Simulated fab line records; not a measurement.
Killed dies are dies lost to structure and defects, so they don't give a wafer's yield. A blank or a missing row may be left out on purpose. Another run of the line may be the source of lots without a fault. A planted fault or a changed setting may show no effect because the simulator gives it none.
One fault through the eyes of 2 desks -- flow rit_cmos -- every desk sees just its own numbers, and what lay behind them comes last

## AT THE TOOL OWNER'S DESK: furnace-01
The tool's own readings at RIT_FOX2_OXIDATION_00 (target thk 350.7 nm, ox time 1130 s): means of the sampled wafers that have a number, for each lot that ran on this tool. Marked OUT: a lot whose mean sits more than 4 standard deviations from the usual mean, which makes it out of limits; the brackets give that distance.
Columns: A = spike_tc_centre_C at RIT_FOX2_OXIDATION_00, usual 1102.9 C; B = spike_tc_load_C at RIT_FOX2_OXIDATION_00, usual 1126.0 C; C = spike_tc_source_C at RIT_FOX2_OXIDATION_00, usual 1125.5 C; D = tube_center_temp_C at RIT_FOX2_OXIDATION_00, usual 1100 C; E = tube_center_temp_C_max at RIT_FOX2_OXIDATION_00, usual 1102.8; F = zone_power_centre_pct at RIT_FOX2_OXIDATION_00, usual 55 %
lot,first seen here,A,B,C,D,E,F
L436,day 1 19:36,1101.7,1125.9,1127.8,1100,1102.9,57
L437,day 1 22:25,1102.1,1126.4,1127.5,1100,1103.0,57
L443,day 3 06:09,1103.2,1127.0,1127.2,1100,1102.9,57
L444,day 3 12:13,1103.1,1127.3,1128.0,1100,1102.1,57
L447,day 4 00:35,1117.0 (+12) OUT,1142.5 (+8.7) OUT,1142.9 (+9.1) OUT,1115 (+99 or more) OUT,1117.8 (+34) OUT,59
L450,day 4 17:20,1117.2 (+12) OUT,1141.4 (+8.1) OUT,1141.4 (+8.4) OUT,1115 (+99 or more) OUT,1117.8 (+34) OUT,58
This desk finds L447, L450 out of limits, L447 being first, at day 4 00:35 (spike_tc_centre_C at RIT_FOX2_OXIDATION_00). In limits: L436, L437, L443, L444.

## AT THE METROLOGY DESK
What the gauges read, lot by lot, whatever tool the lot ran on: means of the sampled wafers that have a number. Marked OUT: a lot whose mean sits more than 4 standard deviations from the usual mean, which makes it out of limits; the brackets give that distance.
Columns: A = FOX2_OXIDE_THK at RIT_FOX2_THK_MEAS_01, usual 354 nm; B = FIELD_OXIDE_LEFT_1_THK at RIT_FOX2_THK_MEAS_90, usual 326 nm; C = FIELD_OXIDE_LEFT_2_THK at RIT_FOX2_THK_MEAS_91, usual 258 nm
lot,first seen here,A,B,C
L436,day 1 20:56,351,324,256
L437,day 1 23:44,353,326,258
L438,day 2 04:26,369,342,273
L439,day 2 10:03,343,316,249
L441,day 2 21:20,367,340,272
L442,day 3 01:44,358,331,263
L443,day 3 07:29,349,321,253
L444,day 3 13:32,354,327,258
L446,day 3 22:19,345,318,249
L447,day 4 01:55,376,349,282
L449,day 4 12:52,353,326,257
L450,day 4 18:39,375,348,281
L451,day 4 21:33,343,316,248
L457,day 6 03:50,353,325,258
Result from this desk: across the 14 lots, nothing is out of limits.

## TAKEN TOGETHER
The tool owner's desk had the chance to raise an alarm at day 4 00:35 on L447, L450.
Nothing out of limits was seen by the metrology desk.
The metrology desk has L447, L450 on record, within its limits.
Every lot named ran RIT_FOX2_OXIDATION_00 on furnace-01.

## WHAT THE SIMULATOR HAD PUT IN
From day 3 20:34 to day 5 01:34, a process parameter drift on furnace-01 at RIT_FOX2_OXIDATION_00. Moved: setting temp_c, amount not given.
Lots struck among those shown: L447, L450.
Each desk's first reading out of limits, in hours after the fault started: the tool owner's desk, 4.
